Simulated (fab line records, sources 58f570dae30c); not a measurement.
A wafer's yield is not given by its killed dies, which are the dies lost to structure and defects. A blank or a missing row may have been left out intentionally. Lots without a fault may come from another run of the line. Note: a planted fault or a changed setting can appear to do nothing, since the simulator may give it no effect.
Matching of chambers || flow berkeley cmos170 || UCB170_CONTACT_ETCH_17 on rie diel-01: 4 sister chambers
The step etches BARC in N2/H2. 16 wafers are shown with their chamber, then 8 later ones without.

== EACH WAFER AND ITS CHAMBER ==
{"wafer": "L955.3", "chamber": 0, "throttle valve pct (%)": 13.84, "oes product au (a.u.)": 0.976, "n2 flow sccm (sccm)": 100.2}
{"wafer": "L955.4", "chamber": 2, "throttle valve pct (%)": 13.61, "oes product au (a.u.)": 0.973, "n2 flow sccm (sccm)": 99.7}
{"wafer": "L955.6", "chamber": 0, "throttle valve pct (%)": 13.85, "oes product au (a.u.)": 0.987, "n2 flow sccm (sccm)": 100.3}
{"wafer": "L958.1", "chamber": 2, "throttle valve pct (%)": 13.61, "oes product au (a.u.)": 0.969, "n2 flow sccm (sccm)": 100.4}
{"wafer": "L958.2", "chamber": 0, "throttle valve pct (%)": 13.85, "oes product au (a.u.)": 0.974, "n2 flow sccm (sccm)": 100.3}
{"wafer": "L958.6", "chamber": 0, "throttle valve pct (%)": 13.85, "oes product au (a.u.)": 0.973, "n2 flow sccm (sccm)": 100.8}
{"wafer": "L962.2", "chamber": 2, "throttle valve pct (%)": 13.60, "oes product au (a.u.)": 0.958, "n2 flow sccm (sccm)": 100.1}
{"wafer": "L962.4", "chamber": 3, "throttle valve pct (%)": 13.62, "oes product au (a.u.)": 0.955, "n2 flow sccm (sccm)": 99.9}
{"wafer": "L962.5", "chamber": 0, "throttle valve pct (%)": 13.85, "oes product au (a.u.)": 0.976, "n2 flow sccm (sccm)": 100.1}
{"wafer": "L963.1", "chamber": 0, "throttle valve pct (%)": 13.84, "oes product au (a.u.)": 0.968, "n2 flow sccm (sccm)": 100.4}
{"wafer": "L963.5", "chamber": 2, "throttle valve pct (%)": 13.60, "oes product au (a.u.)": 0.956, "n2 flow sccm (sccm)": 100.5}
{"wafer": "L963.6", "chamber": 1, "throttle valve pct (%)": 13.18, "oes product au (a.u.)": 0.953, "n2 flow sccm (sccm)": 100.3}
{"wafer": "L965.1", "chamber": 2, "throttle valve pct (%)": 13.61, "oes product au (a.u.)": 0.956, "n2 flow sccm (sccm)": 100.3}
{"wafer": "L965.3", "chamber": 3, "throttle valve pct (%)": 13.63, "oes product au (a.u.)": 0.955, "n2 flow sccm (sccm)": 100.3}
{"wafer": "L965.5", "chamber": 0, "throttle valve pct (%)": 13.86, "oes product au (a.u.)": 0.980, "n2 flow sccm (sccm)": 100.1}
{"wafer": "L969.1", "chamber": 1, "throttle valve pct (%)": 13.19, "oes product au (a.u.)": 0.959, "n2 flow sccm (sccm)": 100.2}

SIGNATURES, as means of the wafers listed above
{"reading": "throttle valve pct", "chamber 0": 13.8486, "chamber 1": 13.1850, "chamber 2": 13.6060, "chamber 3": 13.6250, "scatter within a chamber": 0.00649}
{"reading": "oes product au", "chamber 0": 0.97629, "chamber 1": 0.95600, "chamber 2": 0.96240, "chamber 3": 0.95500, "scatter within a chamber": 0.00638}
{"reading": "n2 flow sccm", "chamber 0": 100.314, "chamber 1": 100.250, "chamber 2": 100.200, "chamber 3": 100.100, "scatter within a chamber": 0.264}
Rule: distance of a wafer from a chamber = root of the sum over the readings of ((wafer's reading minus chamber's mean) / reading's scatter) squared. If the next closest chamber is less than 2 further off than the closest, the wafer can't be placed; otherwise it belongs to the closest. The scatter: the root of (the sum of the squares of (reading less its chamber's mean) over the shown wafers, divided by (wafers less chambers)).

== WAFERS WHOSE CHAMBER IS MISSING ==
{"wafer": "L969.4", "throttle valve pct (%)": 13.17, "oes product au (a.u.)": 0.961, "n2 flow sccm (sccm)": 100.5}
{"wafer": "L969.6", "throttle valve pct (%)": 13.62, "oes product au (a.u.)": 0.955, "n2 flow sccm (sccm)": 100.6}
{"wafer": "L973.1", "throttle valve pct (%)": 13.61, "oes product au (a.u.)": 0.975, "n2 flow sccm (sccm)": 100.0}
{"wafer": "L973.2", "throttle valve pct (%)": 13.84, "oes product au (a.u.)": 0.981, "n2 flow sccm (sccm)": 99.8}
{"wafer": "L973.5", "throttle valve pct (%)": 13.62, "oes product au (a.u.)": 0.961, "n2 flow sccm (sccm)": 99.9}
{"wafer": "L977.1", "throttle valve pct (%)": 13.61, "oes product au (a.u.)": 0.951, "n2 flow sccm (sccm)": 100.3}
{"wafer": "L977.2", "throttle valve pct (%)": 13.62, "oes product au (a.u.)": 0.972, "n2 flow sccm (sccm)": 100.1}
{"wafer": "L977.5", "throttle valve pct (%)": 13.62, "oes product au (a.u.)": 0.966, "n2 flow sccm (sccm)": 99.9}

== THE CHAMBER EACH PASSED THROUGH ==
{"wafer": "L969.4", "from the rows above": 1, "in truth": 1}
{"wafer": "L969.6", "from the rows above": "can't be placed: 3 or 2", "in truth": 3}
{"wafer": "L973.1", "from the rows above": "can't be placed: 2 or 3", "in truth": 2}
{"wafer": "L973.2", "from the rows above": 0, "in truth": 0}
{"wafer": "L973.5", "from the rows above": "can't be placed: 3 or 2", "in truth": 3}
{"wafer": "L977.1", "from the rows above": "can't be placed: 2 or 3", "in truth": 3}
{"wafer": "L977.2", "from the rows above": "can't be placed: 2 or 3", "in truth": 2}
{"wafer": "L977.5", "from the rows above": "can't be placed: 3 or 2", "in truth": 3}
2 of 8 placed correctly. Cannot be placed on the basis of these rows: 6; the candidates contain the true chamber in 6. Wrongly placed: 0.
